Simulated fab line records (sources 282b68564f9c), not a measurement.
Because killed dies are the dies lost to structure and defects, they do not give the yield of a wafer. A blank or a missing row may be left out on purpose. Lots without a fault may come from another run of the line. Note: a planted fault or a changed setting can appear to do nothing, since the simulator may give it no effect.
Split-lot experiment + flow ritCmos + on a route of 202 steps: 5 lots, 23 wafers read

== SPLIT DETAILS ==
At RIT_ACTIVE_CVD_03 (deposits Si3N4 from SiH2Cl2/NH3, target thk 150 nm, time 1500 s), the setting tempC was moved away from the recipe's 810 C on 15 of the 23 wafers read, by -1.9% to +1.0%. The other wafers ran this setting at the recipe's value.

== FROM THE SPLIT TO THE READING: what the file shows between them, 6 steps ==
- RIT_ACTIVE_THK_MEAS_04
- RIT_ACTIVE_EXPOSE_08: exposes mask M1, target cd 1400 nm (also split here: doseMj)
- RIT_ACTIVE_PEB_09
- RIT_ACTIVE_DEVELOP_10: develop time 48.04 s
- RIT_ACTIVE_CD_MEAS_11: target cd 1400 nm
- RIT_ACTIVE_HARDBAKE_12: time 60 s

== THE READING ==
oesProductAu, in a.u., at RIT_ACTIVE_ETCH_13 (etches Si3N4 in SF6, stops on SiO2, time 210 s, target depth 210 nm). A value of 0.813 a.u. with a standard deviation of 0.017 a.u. is what fault-free wafers of this fab line usually give.

| wafer  | tool, chamber at the split | tempC as run, C | against the recipe | oesProductAu, a.u. | against lot-mates on the recipe |
|--------|----------------------------|-----------------|--------------------|--------------------|---------------------------------|
| L074.1 | -, -                       | 810             | recipe             | 0.799              | -                               |
| L074.2 | -, -                       | 810             | recipe             | 0.820              | -                               |
| L074.4 | -, -                       | 810             | recipe             | 0.845              | -                               |
| L074.5 | -, -                       | 810             | recipe             | 0.805              | -                               |
| L074.6 | -, -                       | 810             | recipe             | 0.834              | -                               |
| L078.1 | -, -                       | 816.4           | +0.8%              | 0.861              | no lot-mate on the recipe       |
| L078.2 | -, -                       | 816.4           | +0.8%              | 0.864              | no lot-mate on the recipe       |
| L078.3 | -, -                       | 816.4           | +0.8%              | 0.880              | no lot-mate on the recipe       |
| L078.4 | -, -                       | 816.4           | +0.8%              | 0.894              | no lot-mate on the recipe       |
| L078.5 | -, -                       | 816.4           | +0.8%              | 0.859              | no lot-mate on the recipe       |
| L080.1 | -, -                       | 818.3           | +1.0%              | 0.915              | no lot-mate on the recipe       |
| L080.3 | -, -                       | 818.3           | +1.0%              | 0.874              | no lot-mate on the recipe       |
| L080.4 | -, -                       | 818.3           | +1.0%              | 0.871              | no lot-mate on the recipe       |
| L080.5 | -, -                       | 818.3           | +1.0%              | 0.873              | no lot-mate on the recipe       |
| L080.6 | -, -                       | 818.3           | +1.0%              | 0.890              | no lot-mate on the recipe       |
| L082.1 | lpcvd-02, 0                | 810             | recipe             | 0.796              | -                               |
| L082.2 | lpcvd-02, 0                | 810             | recipe             | 0.805              | -                               |
| L082.3 | lpcvd-02, 0                | 810             | recipe             | 0.842              | -                               |
| L083.1 | -, -                       | 794.5           | -1.9%              | 0.710              | no lot-mate on the recipe       |
| L083.2 | -, -                       | 794.5           | -1.9%              | 0.684              | no lot-mate on the recipe       |
| L083.3 | -, -                       | 794.5           | -1.9%              | 0.678              | no lot-mate on the recipe       |
| L083.4 | -, -                       | 794.5           | -1.9%              | 0.707              | no lot-mate on the recipe       |
| L083.5 | -, -                       | 794.5           | -1.9%              | 0.714              | no lot-mate on the recipe       |

FIT RESULTS
A straight line over all 23 wafers: oesProductAu changes by +0.0636 a.u. for each +1% of tempC; r = +0.97; the points scatter about the line by 0.017 a.u.
Too few moved wafers with a lot-mate on the recipe to fit a line net of each lot's own level.

== THE WHOLE CHAIN: every reading that the file lists as answering this split, in the file's order ==
| step                   | what it does                                                        | reading                                                                       | change (the file's fit)                  | r (the file's) |
|------------------------|---------------------------------------------------------------------|-------------------------------------------------------------------------------|------------------------------------------|----------------|
| RIT_ACTIVE_CVD_03      | deposits Si3N4 from SiH2Cl2/NH3, target thk 150 nm, time 1500 s     | Si3N4_of_ACTIVE_CVD_03.thkNm (the simulator's own value, which no gauge read) | +20.4 nm for each +1% of the setting     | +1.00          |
| RIT_ACTIVE_THK_MEAS_04 |                                                                     | ACTIVE_NITRIDE_THK                                                            | +20.4 for each +1% of the setting        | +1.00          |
| RIT_ACTIVE_ETCH_13     | etches Si3N4 in SF6, stops on SiO2, time 210 s, target depth 210 nm | oesProductAu                                                                  | +0.0636 a.u. for each +1% of the setting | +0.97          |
| RIT_ACTIVE_ETCH_13     | etches Si3N4 in SF6, stops on SiO2, time 210 s, target depth 210 nm | ACTIVE.featureDepthNm (the simulator's own value, which no gauge read)        | +19.9 nm for each +1% of the setting     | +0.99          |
| RIT_ACTIVE_ETCH_13     | etches Si3N4 in SF6, stops on SiO2, time 210 s, target depth 210 nm | etch.depthNm (the simulator's own value, which no gauge read)                 | +20.2 nm for each +1% of the setting     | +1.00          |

== THE FILE'S OWN FIT ==
oesProductAu changes by +0.0636 a.u. for each +1% of tempC, r = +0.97.
